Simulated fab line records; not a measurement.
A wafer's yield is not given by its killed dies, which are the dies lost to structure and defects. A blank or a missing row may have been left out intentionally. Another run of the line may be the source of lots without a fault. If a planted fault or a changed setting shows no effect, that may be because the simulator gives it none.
A sampling plan put to the test | flow ritCmos | one fab line, 20 faults that these records tell of, each judged on the records of the lots that it struck; 4 more are left out, because the records don't allow judging them
Plan = the line's own looks (route steps where a gauge or an inspection reads the wafer without altering it). A look can be judged if struck wafers have a number there and the file gives its usual mean and standard deviation on fault-free wafers. Caught: at a look after the fault's first step, the mean of the struck wafers lies 4 or more of those standard deviations (sigma) from the usual mean. On the tool: here the same test is run on the tool's own readings at the fault's steps. Also counted as caught: the struck wafers showing another recipe, or a record that is empty for them alone.

## THE FAULTS, as the simulator had put them in
1. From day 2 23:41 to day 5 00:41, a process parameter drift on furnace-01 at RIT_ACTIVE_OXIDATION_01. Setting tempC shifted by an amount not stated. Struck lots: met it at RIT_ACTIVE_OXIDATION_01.
2. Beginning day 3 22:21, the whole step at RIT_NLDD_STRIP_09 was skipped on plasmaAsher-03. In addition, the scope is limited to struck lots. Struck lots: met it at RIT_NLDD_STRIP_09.
3. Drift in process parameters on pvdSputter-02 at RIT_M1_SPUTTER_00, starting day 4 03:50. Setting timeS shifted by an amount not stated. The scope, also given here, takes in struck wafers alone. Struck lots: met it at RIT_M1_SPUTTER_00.
4. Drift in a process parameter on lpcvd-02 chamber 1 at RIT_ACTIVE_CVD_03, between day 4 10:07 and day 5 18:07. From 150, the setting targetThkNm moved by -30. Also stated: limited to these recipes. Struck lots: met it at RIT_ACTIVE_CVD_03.
5. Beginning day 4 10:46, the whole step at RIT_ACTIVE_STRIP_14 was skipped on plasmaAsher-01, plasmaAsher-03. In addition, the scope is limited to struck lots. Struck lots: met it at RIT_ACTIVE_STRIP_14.
6. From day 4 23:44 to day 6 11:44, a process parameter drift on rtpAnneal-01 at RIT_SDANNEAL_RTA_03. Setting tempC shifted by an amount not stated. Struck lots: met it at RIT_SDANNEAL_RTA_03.
7. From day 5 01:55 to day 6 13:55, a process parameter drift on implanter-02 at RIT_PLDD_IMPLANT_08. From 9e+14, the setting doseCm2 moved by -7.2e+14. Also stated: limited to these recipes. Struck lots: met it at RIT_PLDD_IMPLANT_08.
8. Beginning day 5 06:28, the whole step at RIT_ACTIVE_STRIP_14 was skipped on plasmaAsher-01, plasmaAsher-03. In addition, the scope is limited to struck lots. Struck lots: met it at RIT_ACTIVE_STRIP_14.
9. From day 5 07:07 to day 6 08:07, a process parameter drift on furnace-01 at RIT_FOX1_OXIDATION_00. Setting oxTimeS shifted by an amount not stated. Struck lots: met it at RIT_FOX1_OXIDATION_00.
10. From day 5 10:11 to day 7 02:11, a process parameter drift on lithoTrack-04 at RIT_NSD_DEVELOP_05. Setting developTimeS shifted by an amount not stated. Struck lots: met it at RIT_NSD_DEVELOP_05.
11. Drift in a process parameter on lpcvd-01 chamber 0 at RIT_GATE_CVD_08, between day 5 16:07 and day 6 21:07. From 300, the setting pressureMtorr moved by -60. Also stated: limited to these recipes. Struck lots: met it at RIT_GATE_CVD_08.
12. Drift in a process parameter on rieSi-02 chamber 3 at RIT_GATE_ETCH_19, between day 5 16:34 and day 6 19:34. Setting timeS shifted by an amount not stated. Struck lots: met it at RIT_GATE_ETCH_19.
13. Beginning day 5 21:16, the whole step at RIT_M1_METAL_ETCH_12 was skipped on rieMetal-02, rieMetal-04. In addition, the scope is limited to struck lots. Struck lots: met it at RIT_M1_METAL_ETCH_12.
14. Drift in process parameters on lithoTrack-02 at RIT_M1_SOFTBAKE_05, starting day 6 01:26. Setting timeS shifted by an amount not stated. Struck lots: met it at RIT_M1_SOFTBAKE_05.
15. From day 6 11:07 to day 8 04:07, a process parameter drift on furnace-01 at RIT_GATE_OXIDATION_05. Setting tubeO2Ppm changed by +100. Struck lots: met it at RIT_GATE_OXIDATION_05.
16. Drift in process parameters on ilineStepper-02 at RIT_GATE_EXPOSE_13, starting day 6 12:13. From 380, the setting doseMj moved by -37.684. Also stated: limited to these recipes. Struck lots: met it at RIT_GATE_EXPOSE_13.
17. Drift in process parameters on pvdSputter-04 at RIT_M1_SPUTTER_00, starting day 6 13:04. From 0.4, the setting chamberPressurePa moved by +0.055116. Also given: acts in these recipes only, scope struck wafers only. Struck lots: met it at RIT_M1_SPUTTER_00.
18. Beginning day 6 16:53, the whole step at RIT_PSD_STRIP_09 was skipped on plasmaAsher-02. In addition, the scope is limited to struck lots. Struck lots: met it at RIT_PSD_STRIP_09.
19. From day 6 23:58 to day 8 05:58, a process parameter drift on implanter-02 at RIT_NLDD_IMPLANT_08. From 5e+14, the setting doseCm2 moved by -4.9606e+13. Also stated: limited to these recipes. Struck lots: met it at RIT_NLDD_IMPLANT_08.
20. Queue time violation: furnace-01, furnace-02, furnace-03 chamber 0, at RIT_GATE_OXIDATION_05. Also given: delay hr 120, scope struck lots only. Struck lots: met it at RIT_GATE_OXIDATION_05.

## WHAT THE PLAN SAW
fault | on the tool itself                               | first look that catches it                   | reading, sigma                                          | median hours from its first step to that look | hours from the fault's start to the first struck lot there | judged looks passed uncaught
1     | tubeCenterTempC +99 or beyond sigma              | RIT_ACTIVE_THK_MEAS_02                       | ACTIVE_OXIDE_THK +11                                    | 1.9                                           | 4                                                          | 0
2     | the tool's record is blank for the struck wafers | RIT_PLDD_TW_MEAS_10                          | PLDD_TW -99 or beyond                                   | 1.8                                           | 4                                                          | 0
3     | under 2 sigma                                    | RIT_M1_RS_MEAS_01                            | M1_AL_RS +70                                            | 0.3                                           | 4                                                          | 0
4     | under 2 sigma                                    | RIT_ACTIVE_THK_MEAS_04                       | ACTIVE_NITRIDE_THK -25                                  | 1.4                                           | 16                                                         | 0
5     | no reading that can be judged                    | not the one look that can be judged after it | -                                                       | -                                             | -                                                          | 1
6     | wafer_temp_C_max -59 sigma                       | RIT_SDANNEAL_RS_MEAS_04                      | PSD_RS +99 or beyond                                    | 0.1                                           | 5                                                          | 0
7     | doseIonsCm2 -99 or beyond sigma                  | RIT_PLDD_TW_MEAS_10                          | PLDD_TW -37                                             | 0.3                                           | 4                                                          | 0
8     | no reading that can be judged                    | not the one look that can be judged after it | -                                                       | -                                             | -                                                          | 1
9     | under 2 sigma                                    | RIT_FOX1_THK_MEAS_01                         | FOX1_OXIDE_THK +14                                      | 1.3                                           | 4                                                          | 0
10    | under 2 sigma                                    | RIT_NSD_TW_MEAS_10                           | NSD_TW -99 or beyond                                    | 1.1                                           | 2                                                          | 0
11    | pressureMtorr -91 sigma                          | RIT_GATE_THK_MEAS_09                         | GATE_POLY_THK -12                                       | 1.6                                           | 20                                                         | 0
12    | runLengthS -99 or beyond sigma                   | no look after it can be judged               | -                                                       | -                                             | -                                                          | 0
13    | the tool's record is blank for the struck wafers | no look after it can be judged               | -                                                       | -                                             | -                                                          | 0
14    | runLengthS -89 sigma                             | not the one look that can be judged after it | -                                                       | -                                             | -                                                          | 1
15    | under 2 sigma                                    | not the one look that can be judged after it | strongest: GATE_OXIDE_THK at RIT_GATE_THK_MEAS_07, +2.5 | -                                             | -                                                          | 1
16    | exposureDoseMJCm2 -72 sigma                      | RIT_GATE_CD_MEAS_16                          | cdNm +16                                                | 0.4                                           | 5                                                          | 0
17    | chamberPressurePa +74 sigma                      | RIT_M1_RS_MEAS_01                            | M1_AL_RS +4.8                                           | 0.3                                           | 5                                                          | 0
18    | no reading that can be judged                    | not the one look that can be judged after it | -                                                       | -                                             | -                                                          | 1
19    | doseIonsCm2 -88 sigma                            | RIT_SDANNEAL_RS_MEAS_07                      | NLDD_RS +30                                             | 8.3                                           | 10                                                         | 0
20    | under 2 sigma                                    | no look after it can be judged               | -                                                       | -                                             | -                                                          | 0
A dash: this means the fault isn't caught or the number doesn't appear in these records.

Caught at a look: 12 of 20. Caught on the tool: 11 of 20. By one or the other: 15 of 20.
Faults caught by the tool alone: 12, 13, 14.
Caught at a look alone: faults 3, 4, 9, 10.
Caught by neither: faults 5, 8, 15, 18, 20.

## THINNER SAMPLING
If the look that catches a fault measured only every second or every third lot, by lot number, the first struck lot would be measured this late in the worst case:
fault | struck lots at that look, in order of time | every lot | every second lot | every third lot
1     | L616, L617                                 | 4 h       | 9 h              | may miss all 2
2     | L550, L551                                 | 4 h       | 9 h              | may miss all 2
3     | L675                                       | 4 h       | may miss it      | may miss it
4     | L452                                       | 16 h      | may miss it      | may miss it
6     | L247, L249                                 | 5 h       | may miss all 2   | may miss all 2
7     | L505, L508                                 | 4 h       | 17 h             | may miss all 2
9     | L460, L461                                 | 4 h       | 9 h              | may miss all 2
10    | L318, L321                                 | 2 h       | 17 h             | may miss all 2
11    | L324                                       | 20 h      | may miss it      | may miss it
16    | L369, L370, L371                           | 5 h       | 9 h              | 14 h
17    | L798, L799                                 | 5 h       | 12 h             | may miss all 2
19    | L259, L260                                 | 10 h      | 17 h             | may miss all 2
Hours count from the start of the fault until the first struck lot that is measured. 4 sigma limit: tested on the pooled struck wafers, so a lone lot may be under it. Other struck lots may not be in these records.

## THE LONGEST TIMED WAY FROM STEP TO LOOK
Fault 19: the median time between RIT_NLDD_IMPLANT_08 and RIT_SDANNEAL_RS_MEAS_07 is 8.3 hours. No look between them can be judged.
